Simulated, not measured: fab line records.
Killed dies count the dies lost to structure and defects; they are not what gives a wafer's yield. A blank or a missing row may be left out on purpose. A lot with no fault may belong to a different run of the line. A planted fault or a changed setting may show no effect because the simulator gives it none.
A lot that was struck, set against a sound lot / flow berkeleyCmos170 / 24 out of 331 route steps
Sound: wafers L890.3, L890.4, L890.6. Wafers struck: L899.1, L899.2, L899.3. The cause is named last.
Order at every step that has rows: each side's tool, ch and its chambers, its first start. Under that, the readings that differ: sound wafers / struck wafers / difference of the means / sigmas: that difference in standard deviations of wafers without a fault.
alike: words and numbers the same on both sides, and readings whose means are apart by under 2 such deviations; not compared: readings that were withheld, readings missing a value for some wafer, numbers with overlapping values and no deviation given by the record, and bounds like >300 which may hide the same value.
A row with sigmas, a row that says differs or no value, or rows on one side alone: a step with any of these is where the two part. Numbers that have no deviation but don't overlap get no sigmas and don't part them. A reading that every wafer of one side lacks parts them only if that side has two wafers or more.

UCB170_NWELL_ETCH_13: etches Si3N4 in CH3F/Ar/O2, stops on SiO2, target depth 246.4 nm, time 154 s.
  sound on rieDiel-01 ch 0,1,3, day 4 15:01; struck on rieDiel-02 ch 0,1,2, day 6 11:27
  alike: O2_flow_sccm, chamberPressureMTorr, drypumpMotorCurrentA, oesProductAu, throttleValvePct
  not compared: rfHoursCounterH
following that, these wafers have no rows for 1 step: UCB170_NWELL_IMPLANT_14.
UCB170_NWELL_STRIP_15: strips in O2.
  sound on plasmaAsher-01 ch 0,1, day 4 15:19; struck on plasmaAsher-01 ch 0,1, day 6 11:42
  alike: chamberPressureMTorr, drypumpMotorCurrentA, oesProductAu, stripTimeToEndpointS
  not compared: rfHoursCounterH
UCB170_NWELL_TW_MEAS_16:
  sound: filmMetro-01 at day 4 15:23; struck: filmMetro-03 at day 6 11:48
  alike: NWELL_TW
then, 6 steps without rows for these wafers: UCB170_NWELL_CLEAN_17 (cleans in SPM, time 600 s); UCB170_NWELL_WET_ETCH_18 (etches Si3N4 in H3PO4, time 14400 s); UCB170_NWELL_WET_ETCH_19 (etches SiO2 in BOE, time 22 s); UCB170_PWELL_CLEAN_00 (cleans in SPM, time 600 s); UCB170_PWELL_CLEAN_01 (cleans in dHF, time 60 s); UCB170_PWELL_OXIDATION_02 (target thk 26.4 nm, ox time 1260 s).
UCB170_PWELL_THK_MEAS_03:
  sound: filmMetro-01 at day 5 00:34; struck: filmMetro-04 at day 6 20:29
  alike: PWELL_OXIDE_THK
then, 1 step without rows for these wafers: UCB170_PWELL_ANNEAL_04 (time 900 s).
UCB170_PWELL_CVD_05: deposits Si3N4 from SiH2Cl2/NH3, target thk 220 nm, time 3300 s.
  sound on lpcvd-01 ch 1, day 5 05:37; struck on lpcvd-01 ch 1, day 7 02:17
reading=spikeTcCentreC (C); sound=802.8 803.7 802.2; struck=759.3 760.0 759.4; difference=-43.3; sigmas=-31
reading=spikeTcLoadC (C); sound=825.2 825.6 824.8; struck=783.2 783.4 781.9; difference=-42.4; sigmas=-30
reading=spikeTcSourceC (C); sound=819.7 820.2 819.3; struck=776.5 776.2 776.3; difference=-43.4; sigmas=-22
reading=susceptorTempC (C); sound=799.8 799.8 800.2; struck=757.5 757.5 758.0; difference=-42.3; sigmas=-99 or more
reading=model.Si3N4_of_PWELL_CVD_05.thkNm (nm); sound=219.2 217.2 217.5; struck=99.11 97.38 98.18; difference=-119.74; sigmas=
UCB170_PWELL_THK_MEAS_06:
  sound: filmMetro-03 at day 5 07:33; struck: filmMetro-04 at day 7 04:13
reading=PWELL_NITRIDE_THK (nm); sound=219.1 217.2 217.7; struck=99.1 97.4 98.2; difference=-119.8; sigmas=-60
then, 6 steps without rows for these wafers: UCB170_PWELL_HMDS_07 (prime time 60 s); UCB170_PWELL_COAT_08 (resist thk 900 nm); UCB170_PWELL_SOFTBAKE_09 (time 60 s); UCB170_PWELL_EXPOSE_10 (exposes mask PWELL, target cd 3000 nm); UCB170_PWELL_PEB_11; UCB170_PWELL_DEVELOP_12 (develop time 45 s).
UCB170_PWELL_OVL_MEAS_13:
  sound: overlay-01 at day 5 08:49; struck: overlay-02 at day 7 05:22
  alike: PWELL_OVL
UCB170_PWELL_ETCH_14: etches Si3N4 in CH3F/Ar/O2, stops on SiO2, target depth 242 nm, time 151 s.
  sound on rieDiel-01 ch 0,3, day 5 08:50; struck on rieDiel-04 ch 1,2,3, day 7 05:23
reading=oesProductAu (a.u.); sound=0.937 0.940 0.934; struck=0.650 0.611 0.624; difference=-0.309; sigmas=-19
reading=model.etch.depthNm (nm); sound=219.2 217.2 217.5; struck=99.11 97.38 98.18; difference=-119.74; sigmas=
  alike: O2_flow_sccm, chamberPressureMTorr, drypumpMotorCurrentA, throttleValvePct
  not compared: rfHoursCounterH
following that, these wafers have no rows for 1 step: UCB170_PWELL_IMPLANT_15.
-- the record jumps here: 5 days lie between the struck wafers' starts before and after (it left off in module PWELL and takes up again in module M3, whose first step shown is number 331 of the route) --
UCB170_M3_PROBE_99:
  only the struck wafers here have rows in the record (prober-02, day 12 14:11); the sound ones have none

## WHERE THEY PART
Last at UCB170_M3_PROBE_99 as far as this record goes, first at UCB170_PWELL_CVD_05.

WHY: the cause the simulator had injected
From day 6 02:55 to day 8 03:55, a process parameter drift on lpcvd-01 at UCB170_PWELL_CVD_05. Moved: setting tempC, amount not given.
